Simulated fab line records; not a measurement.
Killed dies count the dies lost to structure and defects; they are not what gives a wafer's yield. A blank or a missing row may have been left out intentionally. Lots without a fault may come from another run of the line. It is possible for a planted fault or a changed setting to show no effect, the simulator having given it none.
Comparing a struck lot with a sound one -- flow ritCmos -- 15 out of 202 route steps
Sound: the wafers L343.3, L343.4, L343.6. Wafers struck: L354.3, L354.4, L354.5. Last of all comes the cause.
At each step with rows: each side's tool, then ch and its chambers, then its first start. Under that, the readings that differ: sound wafers -- struck wafers -- difference of the means -- sigmas: that difference in standard deviations of wafers without a fault.
alike: a reading whose means differ by less than 2 such deviations, as well as words and numbers matching on both sides. not compared: withheld readings; readings where some wafer has no value; bounds like >300 that might hide an equal value; numbers whose values overlap and for which the record gives no deviation.
Wherever a step has rows on one side only, a row that says differs or no value, or a row with sigmas, the two part there. Numbers that have no deviation but don't overlap get no sigmas and don't part them. A reading that every wafer of one side lacks parts them only if that side has two wafers or more.

first, 3 steps without rows for these wafers: RIT_SDANNEAL_CLEAN_00 (cleans in SC1, time 600 s); RIT_SDANNEAL_CLEAN_01 (cleans in dHF, time 30 s); RIT_SDANNEAL_CLEAN_02 (cleans in SC2, time 600 s).
RIT_SDANNEAL_RTA_03: time 5 s.
  sound on rtpAnneal-01 ch 0, day 5 11:44; struck on rtpAnneal-02 ch 0, day 7 18:42
  alike: wafer_temp_C_max
RIT_SDANNEAL_RS_MEAS_04: the measuring method here is four-point-probe.
  struck on filmMetro-01, day 7 18:46; sound on filmMetro-03, day 5 11:51
  alike: PSD_RS
RIT_SDANNEAL_RS_MEAS_05: the measuring method here is four-point-probe.
  struck on filmMetro-01, day 7 18:53; sound on filmMetro-03, day 5 11:58
  alike: NSD_RS
RIT_SDANNEAL_RS_MEAS_06: the measuring method here is four-point-probe.
  struck on filmMetro-01, day 7 19:01; sound on filmMetro-03, day 5 12:05
  alike: PLDD_RS
RIT_SDANNEAL_RS_MEAS_07: the measuring method here is four-point-probe.
  struck on filmMetro-01, day 7 19:08; sound on filmMetro-03, day 5 12:13
  alike: NLDD_RS
then, 1 step without rows for these wafers: RIT_SILICIDE_WET_ETCH_00 (etches SiO2 in BOE, target depth 14 nm, time 15 s).
RIT_SILICIDE_SPUTTER_01: material Ti, target thk 30 nm, time 240 s.
  struck on pvdSputter-04, day 7 19:14; sound on pvdSputter-04, day 5 12:18
  alike: throttleValvePct
RIT_SILICIDE_RS_MEAS_02: the measuring method here is four-point-probe.
  struck on filmMetro-03, day 7 19:25; sound on filmMetro-04, day 5 12:29
  alike: SILICIDE_TI_RS
RIT_SILICIDE_THK_MEAS_03: measures by xrf.
  struck on filmMetro-03, day 7 19:31; sound on filmMetro-04, day 5 12:35
  alike: SILICIDE_TI_THK
RIT_SILICIDE_RTA_04: time 10 s, ramp up 5 s, ramp down 5 s.
  sound on rtpAnneal-02 ch 0, day 5 12:40; struck on rtpAnneal-01 ch 0, day 7 19:35
reading,sound,struck,difference,sigmas
wafer_temp_C_max,652.9 652.2 651.9,793.2 794.0 793.3,+141.2,+99 or more
then, 1 step without rows for these wafers: RIT_SILICIDE_WET_ETCH_05 (etches Ti in SPM, time 120 s).
RIT_M1_PROBE_99:
  struck on prober-02, day 8 03:37; sound on prober-02, day 5 19:17
  alike: killedAtFrontEnd, killedDies, killedOpen, killedShort

== WHERE THEY PART ==
At RIT_SILICIDE_RTA_04 and nowhere else, as far as this record goes. Later steps at which nothing parts them and some readings are alike: RIT_M1_PROBE_99.

WHY: the cause the simulator had injected
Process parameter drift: rtpAnneal-01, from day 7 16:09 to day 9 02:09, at RIT_SILICIDE_RTA_04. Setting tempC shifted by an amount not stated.
